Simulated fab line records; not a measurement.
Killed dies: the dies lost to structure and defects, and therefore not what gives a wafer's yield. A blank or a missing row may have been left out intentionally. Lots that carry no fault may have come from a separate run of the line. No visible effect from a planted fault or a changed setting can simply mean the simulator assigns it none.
Problem report in the 8D (eight disciplines) form, filled by code | flow berkeley cmos170 | the parts of the form that need people (team, actions taken, sign-off) are left out

## 1. THE ISSUE
V1_POLISHED_THK at UCB170_V1_THK_MEAS_04 reads a mean of 1347.2 nm on 1 wafer of 1 lot; wafers without a fault read 1000.2 nm with a standard deviation of 1. So: +99 or more standard deviations from the usual mean.
First observed at day 10 05:52: wafer L561.5, on film metro-02. The record holds 39 wafers of 13 lots with a number at this step. The rule behind "out" and "out of limits": a value lying over 4 standard deviations away from the usual mean. All remaining wafers that have a number are taken as sound.

## 2. WHAT IT IS; WHAT IT IS NOT
question                    | is                | is not
which readings at this step | V1_POLISHED_THK   | -
which lots                  | L561              | L547, L548, L550, L551, L552, L554, L555, L556, L557, L560, L567, L570
which wafers of those lots  | L561.5            | L561.1, L561.6
read on which gauges        | film metro-02     | film metro-01, film metro-04
when                        | from day 10 05:52 | up to then (32 sound wafers); but 6 sound wafers of L567, L570 came after

## 3. SUSPECTS, AND WHAT RULES EACH OUT
Counting: if a tool at a process step up to the reading ran every lot that is out, it stays a suspect. Sound lots after the first of them don't rule it out here, since some wafers of a struck lot are sound.
- the gauge at UCB170_V1_THK_MEAS_04 has been ruled out. All the wafers that are out were read on film metro-02, but those of them that UCB170_V1_ETCH_14 has rows for are out there too, on other tools.
- cmp-01 at UCB170_V1_CMP_02 (polishes SiO2): kept. It processed L561, the lot that is out, at day 10 03:18, and its most recent sound lot before then was L556 at day 9 00:49.
- cmp-01, UCB170_V1_CMP_02: wafers that are out in chamber 0, sound lot-mates in chambers 2, 3.
The count leaves cmp-01 at UCB170_V1_CMP_02.

## 4. THE CAUSE (what the simulator had put in)
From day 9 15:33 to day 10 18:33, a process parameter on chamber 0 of cmp-01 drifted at UCB170_V1_CMP_02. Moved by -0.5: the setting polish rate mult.
Only this tool survived the counting.

## 5. THE EFFECT CHAIN, in route order
Rows list readings where the struck wafers' mean (over those with a number) sits beyond 3 standard deviations from the usual. Scope: only readings with a usual standard deviation given in the record; hours: median across lots of the time from each lot's start at the first step in this table that gives one to its start at this step; sigmas: change in usual standard deviations.
hours | step                  | reading         | usual      | on struck wafers | change | sigmas
0     | UCB170_V1_THK_MEAS_04 | V1_POLISHED_THK | 1000.2 nm  | 1347.2           | +347.0 | +99 or more
11    | UCB170_V1_ETCH_14     | oes product au  | 0.884 a.u. | 0.996            | +0.112 | +8.0
Its process steps:
- UCB170_V1_ETCH_14: etches SiO2 in CHF3/CF4/Ar, stops on Al, target depth 1250 nm, time 291 s.
Later steps that measure or inspect, where all struck wafers having a row at the step show a number for every such reading and not one has moved that far: UCB170_V1_OVL_MEAS_13.

## 6. WHAT WOULD HAVE CAUGHT IT SOONER
Counted from the fault's start at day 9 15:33, it took 14 hours until the first out-of-limits reading at a measuring or inspecting step in this record, taken at day 10 05:52.
An alarm limit of 4 standard deviations would not have fired on the tool readings at UCB170_V1_CMP_02 for which the record gives a usual standard deviation, since none of them was out on any struck wafer.
The start of UCB170_V1_CMP_02 on cmp-01 came by day 10 05:52 for every one of the lots that are out (1). Had the tool been put on hold then, not one of them would have been saved.
